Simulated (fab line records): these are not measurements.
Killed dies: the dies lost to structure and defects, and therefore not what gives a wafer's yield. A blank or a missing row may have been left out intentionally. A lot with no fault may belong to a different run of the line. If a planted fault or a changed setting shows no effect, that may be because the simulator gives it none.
2 desks, one fault :: flow berkeley_cmos170 :: every desk sees just its own numbers, and what lay behind them comes last

AT THE METROLOGY DESK
Means of the sampled wafers that have a number, per lot and without regard to the tool the lot ran on: this is what the gauges read. Any lot whose mean is over 4 standard deviations away from the usual mean is out of limits and marked OUT; that distance is given in the brackets.
Columns: A = NSD_OVL at UCB170_NSD_OVL_MEAS_07, usual 1 nm; B = V1_POLISHED_THK at UCB170_V1_THK_MEAS_04, usual 1000.7 nm; C = V1_OVL at UCB170_V1_OVL_MEAS_13, usual 3 nm
lot: L868
first seen here: day 6 15:08
A: -0
B: 1000.8
C: 2

lot: L867
first seen here: day 6 15:42
A: -3
B: 1001.5
C: 7

lot: L871
first seen here: day 6 23:51
A: -3
B: 1348.2 (+99 or more) OUT
C: 0

lot: L872
first seen here: day 7 05:45
A: 2
B: 1336.3 (+99 or more) OUT
C: 0

lot: L875
first seen here: day 7 20:17
A: -6
B: 1350.0 (+99 or more) OUT
C: 3

lot: L874
first seen here: day 7 21:56
A: 8
B: 1351.6 (+99 or more) OUT
C: -7

lot: L881
first seen here: day 9 03:21
A: 4
B: 999.7
C: 1

lot: L885
first seen here: day 10 03:37
A: 6
B: 1001.3
C: 7

lot: L887
first seen here: day 10 16:59
A: 10
B: 1000.3
C: -2

lot: L886
first seen here: day 10 16:59
A: -1
B: 1001.0
C: 0

lot: L888
first seen here: day 10 22:12
A: 0
B: 1000.1
C: 6

lot: L890
first seen here: day 11 09:36
A: 7
B: 1000.7
C: 11

lot: L889
first seen here: day 11 09:52
A: 1
B: 1000.1
C: 6
Finding of this desk: L871, L872, L874, L875 out of limits, first seen on L871 at day 7 14:09 (V1_POLISHED_THK at UCB170_V1_THK_MEAS_04). L868, L867, L881, L885, L887, L886, L888, L890, L889 stayed within limits.

TOOL OWNER'S DESK, cmp-01
The tool's own readings at UCB170_V1_CMP_02 (polishes SiO2): means of the sampled wafers that have a number, for each lot that ran on this tool. Any lot whose mean is over 4 standard deviations away from the usual mean is out of limits and marked OUT; that distance is given in the brackets.
Columns: A = motor_current_A at UCB170_V1_CMP_02, usual 17.2 A
lot: L871
first seen here: day 7 13:53
A: 18.1

lot: L872
first seen here: day 7 20:31
A: 17.4

lot: L875
first seen here: day 8 11:44
A: 17.9

lot: L874
first seen here: day 8 11:56
A: 16.9

lot: L885
first seen here: day 10 18:31
A: 17.2

lot: L886
first seen here: day 11 05:57
A: 16.5

lot: L889
first seen here: day 11 23:09
A: 16.9
This desk's verdict: no lot among the 7 shows anything out of limits.

PUT TOGETHER
An alarm was possible from the metrology desk at day 7 14:09, on L871, L872, L874, L875.
Nothing out of limits was seen by the tool owner's desk.
On record at the tool owner's desk: L871, L872, L874, L875, within its limits.
Every lot named ran UCB170_V1_CMP_02 on cmp-01.

WHAT WAS PUT IN BY THE SIMULATOR
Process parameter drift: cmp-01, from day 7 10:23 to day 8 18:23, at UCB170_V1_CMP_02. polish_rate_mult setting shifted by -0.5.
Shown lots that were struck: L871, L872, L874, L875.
Delay in hours, fault start to first out-of-limits reading, per desk: metrology desk 4.
